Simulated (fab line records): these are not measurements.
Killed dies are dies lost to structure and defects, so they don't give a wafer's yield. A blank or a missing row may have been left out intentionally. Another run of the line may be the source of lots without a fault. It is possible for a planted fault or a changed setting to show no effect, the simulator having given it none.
What tool caused it? + flow rit_cmos + Sampling: 14 lots, 42 wafers, 6 of 202 route steps

== WHAT THE GAUGES READ, wafer by wafer ==
RIT_GATE_THK_MEAS_07.
| lot  | measured    | on            | GATE_OXIDE_THK (nm) |
|------|-------------|---------------|---------------------|
| L831 | day 2 11:14 | film_metro-01 | 2.83 2.96 2.84      |
| L832 | day 2 14:23 | film_metro-03 | 2.91 2.89 2.97      |
| L833 | day 2 21:22 | film_metro-01 | 3.03 3.01 3.00      |
| L836 | day 3 14:23 | film_metro-04 | 3.02 3.07 3.05      |
| L837 | day 3 16:10 | film_metro-03 | 2.99 3.01 2.99      |
| L839 | day 4 01:12 | film_metro-01 | 3.09 3.02 3.00      |
| L841 | day 4 12:52 | film_metro-01 | 2.99 2.98 2.98      |
| L842 | day 4 17:03 | film_metro-04 | 2.95 2.91 2.96      |
| L844 | day 5 04:38 | film_metro-04 | 3.12 3.16 3.09      |
| L846 | day 5 16:28 | film_metro-01 | 2.98 3.06 3.04      |
| L848 | day 5 23:30 | film_metro-01 | 2.97 2.92 2.98      |
| L849 | day 6 08:25 | film_metro-04 | 3.19 3.17 3.17      |
| L851 | day 6 14:04 | film_metro-04 | 3.09 3.11 3.06      |
| L853 | day 7 00:14 | film_metro-01 | 3.11 3.02 3.04      |

RIT_SDANNEAL_RS_MEAS_04: the measuring method here is four-point-probe.
| lot  | measured    | on            | PSD_RS (ohm/sq)                     |
|------|-------------|---------------|-------------------------------------|
| L831 | day 3 02:34 | film_metro-04 | 115.6 115.4 115.6                   |
| L832 | day 3 07:27 | film_metro-04 | 116.3 116.0 115.7                   |
| L833 | day 3 12:50 | film_metro-03 | 115.9 115.5 115.7                   |
| L836 | day 4 05:55 | film_metro-04 | 115.8 116.1 115.9                   |
| L837 | day 4 07:47 | film_metro-03 | 115.8 115.8 115.9                   |
| L839 | day 4 18:33 | film_metro-04 | 115.5 115.8 116.1                   |
| L841 | day 5 06:09 | film_metro-04 | 116.3 115.8 115.8                   |
| L842 | day 5 09:31 | film_metro-04 | 115.8 115.9 115.6                   |
| L844 | day 5 20:58 | film_metro-02 | 116.4 116.1 116.3                   |
| L846 | day 6 08:55 | film_metro-03 | 127.9 127.9 127.7 127.3 127.6 127.6 |
| L848 | day 6 16:30 | film_metro-03 | 127.9 127.8 127.8 127.7 127.8 127.9 |
| L849 | day 7 01:37 | film_metro-04 | 116.1 115.7 115.5                   |
| L851 | day 7 05:44 | film_metro-04 | 115.7 115.9 115.8                   |
| L853 | day 7 15:31 | film_metro-02 | 116.2 116.1 116.0                   |

RIT_SDANNEAL_RS_MEAS_06: the measuring method here is four-point-probe.
| lot  | measured    | on            | PLDD_RS (ohm/sq)                    |
|------|-------------|---------------|-------------------------------------|
| L831 | day 3 02:48 | film_metro-04 | 178.7 178.6 178.8                   |
| L832 | day 3 07:41 | film_metro-04 | 178.4 179.0 178.5                   |
| L833 | day 3 13:05 | film_metro-03 | 179.6 178.4 178.9                   |
| L836 | day 4 06:10 | film_metro-04 | 178.2 178.6 178.7                   |
| L837 | day 4 08:02 | film_metro-03 | 178.0 178.2 178.6                   |
| L839 | day 4 18:47 | film_metro-04 | 178.6 178.8 179.3                   |
| L841 | day 5 06:23 | film_metro-04 | 178.0 177.8 178.0                   |
| L842 | day 5 09:46 | film_metro-04 | 178.7 178.9 177.8                   |
| L844 | day 5 21:13 | film_metro-02 | 179.1 178.2 178.4                   |
| L846 | day 6 11:43 | film_metro-03 | 190.9 190.6 190.6 191.2 190.6 190.9 |
| L848 | day 6 23:47 | film_metro-03 | 190.9 191.4 191.6 190.6 191.4 191.1 |
| L849 | day 7 01:52 | film_metro-04 | 178.1 178.3 178.3                   |
| L851 | day 7 05:58 | film_metro-04 | 178.4 178.6 178.9                   |
| L853 | day 7 15:46 | film_metro-02 | 179.1 178.6 179.3                   |

== WHICH TOOL RAN EACH LOT (tool, then ch and the chambers of the sampled wafers, then the start) ==
| lot  | RIT_NLDD_STRIP_09                   | RIT_NSD_STRIP_09                    | RIT_SDANNEAL_RTA_03             |
|------|-------------------------------------|-------------------------------------|---------------------------------|
| L831 | plasma_asher-03 ch 0,1, day 2 18:43 | plasma_asher-01 ch 0,1, day 3 00:17 | rtp_anneal-02 ch 0, day 3 02:29 |
| L832 | plasma_asher-04 ch 0,1, day 2 23:39 | plasma_asher-01 ch 0,1, day 3 05:21 | rtp_anneal-01 ch 0, day 3 07:23 |
| L833 | plasma_asher-02 ch 0,1, day 3 05:06 | plasma_asher-01 ch 0,1, day 3 10:35 | rtp_anneal-02 ch 0, day 3 12:47 |
| L836 | plasma_asher-04 ch 0,1, day 3 22:02 | plasma_asher-02 ch 0,1, day 4 03:37 | rtp_anneal-01 ch 0, day 4 05:51 |
| L837 | plasma_asher-04 ch 0,1, day 3 23:52 | plasma_asher-04 ch 0,1, day 4 05:43 | rtp_anneal-02 ch 0, day 4 07:44 |
| L839 | plasma_asher-03 ch 0,1, day 4 09:33 | plasma_asher-01 ch 0,1, day 4 16:14 | rtp_anneal-02 ch 0, day 4 18:29 |
| L841 | plasma_asher-04 ch 1, day 4 20:58   | plasma_asher-02 ch 0,1, day 5 04:04 | rtp_anneal-02 ch 0, day 5 06:05 |
| L842 | plasma_asher-02 ch 0,1, day 5 01:49 | plasma_asher-01 ch 0,1, day 5 07:16 | rtp_anneal-01 ch 0, day 5 09:28 |
| L844 | plasma_asher-04 ch 0,1, day 5 12:51 | plasma_asher-02 ch 0,1, day 5 18:23 | rtp_anneal-01 ch 0, day 5 20:53 |
| L846 | plasma_asher-03 ch 1, day 6 01:10   | plasma_asher-04 ch 0,1, day 6 06:39 | rtp_anneal-01 ch 0, day 6 08:50 |
| L848 | plasma_asher-04 ch 0,1, day 6 08:45 | plasma_asher-04 ch 0,1, day 6 14:25 | rtp_anneal-01 ch 0, day 6 16:26 |
| L849 | plasma_asher-02 ch 0,1, day 6 17:33 | plasma_asher-02 ch 0,1, day 6 23:10 | rtp_anneal-02 ch 0, day 7 01:34 |
| L851 | plasma_asher-04 ch 0,1, day 6 21:56 | plasma_asher-04 ch 0,1, day 7 03:37 | rtp_anneal-02 ch 0, day 7 05:38 |
| L853 | plasma_asher-02 ch 0,1, day 7 07:43 | plasma_asher-01 ch 0,1, day 7 13:25 | rtp_anneal-02 ch 0, day 7 15:28 |
- RIT_NLDD_STRIP_09: strips in O2, time 180 s.
- RIT_NSD_STRIP_09: strips in O2, time 180 s.
- RIT_SDANNEAL_RTA_03: time 5 s.

== AS READ BY THE TOOLS THEMSELVES (means over the sampled wafers that have a number; for cases with no such wafer, the mark the record gives instead) ==
RIT_NLDD_STRIP_09.
| lot  | tool            | drypump_motor_current_A (A) |
|------|-----------------|-----------------------------|
| L831 | plasma_asher-03 | 6.0                         |
| L832 | plasma_asher-04 | 5.4                         |
| L833 | plasma_asher-02 | 5.4                         |
| L836 | plasma_asher-04 | 5.4                         |
| L837 | plasma_asher-04 | 5.8                         |
| L839 | plasma_asher-03 | 6.0                         |
| L841 | plasma_asher-04 | 6.3                         |
| L842 | plasma_asher-02 | 5.4                         |
| L844 | plasma_asher-04 | 5.4                         |
| L846 | plasma_asher-03 | 6.0                         |
| L848 | plasma_asher-04 | 5.8                         |
| L849 | plasma_asher-02 | 5.4                         |
| L851 | plasma_asher-04 | 5.4                         |
| L853 | plasma_asher-02 | 5.4                         |

RIT_NSD_STRIP_09.
| lot  | tool            | drypump_motor_current_A (A) |
|------|-----------------|-----------------------------|
| L831 | plasma_asher-01 | 6.1                         |
| L832 | plasma_asher-01 | 6.3                         |
| L833 | plasma_asher-01 | 6.2                         |
| L836 | plasma_asher-02 | 5.1                         |
| L837 | plasma_asher-04 | 5.4                         |
| L839 | plasma_asher-01 | 6.1                         |
| L841 | plasma_asher-02 | 5.4                         |
| L842 | plasma_asher-01 | 6.2                         |
| L844 | plasma_asher-02 | 5.4                         |
| L846 | plasma_asher-04 | 5.4                         |
| L848 | plasma_asher-04 | 5.4                         |
| L849 | plasma_asher-02 | 5.0                         |
| L851 | plasma_asher-04 | 5.8                         |
| L853 | plasma_asher-01 | 6.1                         |

RIT_SDANNEAL_RTA_03.
| lot  | tool          | chamber_o2_ppm | ramp_down_c_per_s | wafer_temp_C_max |
|------|---------------|----------------|-------------------|------------------|
| L831 | rtp_anneal-02 | 1.983          | 170.99            | 1053.5           |
| L832 | rtp_anneal-01 | 1.996          | 170.99            | 1053.0           |
| L833 | rtp_anneal-02 | 1.997          | 171.02            | 1054.0           |
| L836 | rtp_anneal-01 | 2.017          | 171.00            | 1053.0           |
| L837 | rtp_anneal-02 | 1.993          | 171.05            | 1054.0           |
| L839 | rtp_anneal-02 | 1.994          | 170.98            | 1053.1           |
| L841 | rtp_anneal-02 | 1.992          | 171.01            | 1053.9           |
| L842 | rtp_anneal-01 | 2.007          | 171.01            | 1054.2           |
| L844 | rtp_anneal-01 | 2.025          | 170.98            | 1054.4           |
| L846 | rtp_anneal-01 | 2.027          | 171.01            | 1053.8           |
| L848 | rtp_anneal-01 | 1.988          | 171.02            | 1053.0           |
| L849 | rtp_anneal-02 | 1.965          | 170.99            | 1053.5           |
| L851 | rtp_anneal-02 | 1.995          | 171.00            | 1053.0           |
| L853 | rtp_anneal-02 | 1.982          | 171.02            | 1053.6           |

== THE ANSWER, worked out from the rows above alone ==
Rule: what is usual is taken from the lots themselves. Put in order of their means at a reading, lots are off if they are a third of the lots or fewer, leave a main group of 4 or more, and stand apart from it by a gap of 3 or more times the standard deviation of the main group's means; of several such gaps the widest counts. Not used: any main group whose means are identical at the precision the tables above print for the reading. Also off: a lot with no number at a reading for which 4 or more lots have one. Where the step has rows for the other lots, those lots are counted as sound. The gauges are gone through in route order, then the tools' own readings, and for those a lot's mean is taken as printed above. The first step at which some lot is off is used, and at that step the reading that is off furthest; a lot without a number counts as furthest.
Off: L846, L848, at RIT_SDANNEAL_RS_MEAS_04 (PSD_RS). For the main group the mean is 115.9 ohm/sq and the standard deviation 0.19.
A tool fits if, at a process step before that reading, it ran every lot that is off, and no sound lot after the first of them. The gauges at RIT_SDANNEAL_RS_MEAS_04 are tried like those tools. Undecided on this evidence; 2 tools fit (rtp_anneal-01 at RIT_SDANNEAL_RTA_03, film_metro-03 at RIT_SDANNEAL_RS_MEAS_04).

== WHAT THE SIMULATOR HAD INSERTED ==
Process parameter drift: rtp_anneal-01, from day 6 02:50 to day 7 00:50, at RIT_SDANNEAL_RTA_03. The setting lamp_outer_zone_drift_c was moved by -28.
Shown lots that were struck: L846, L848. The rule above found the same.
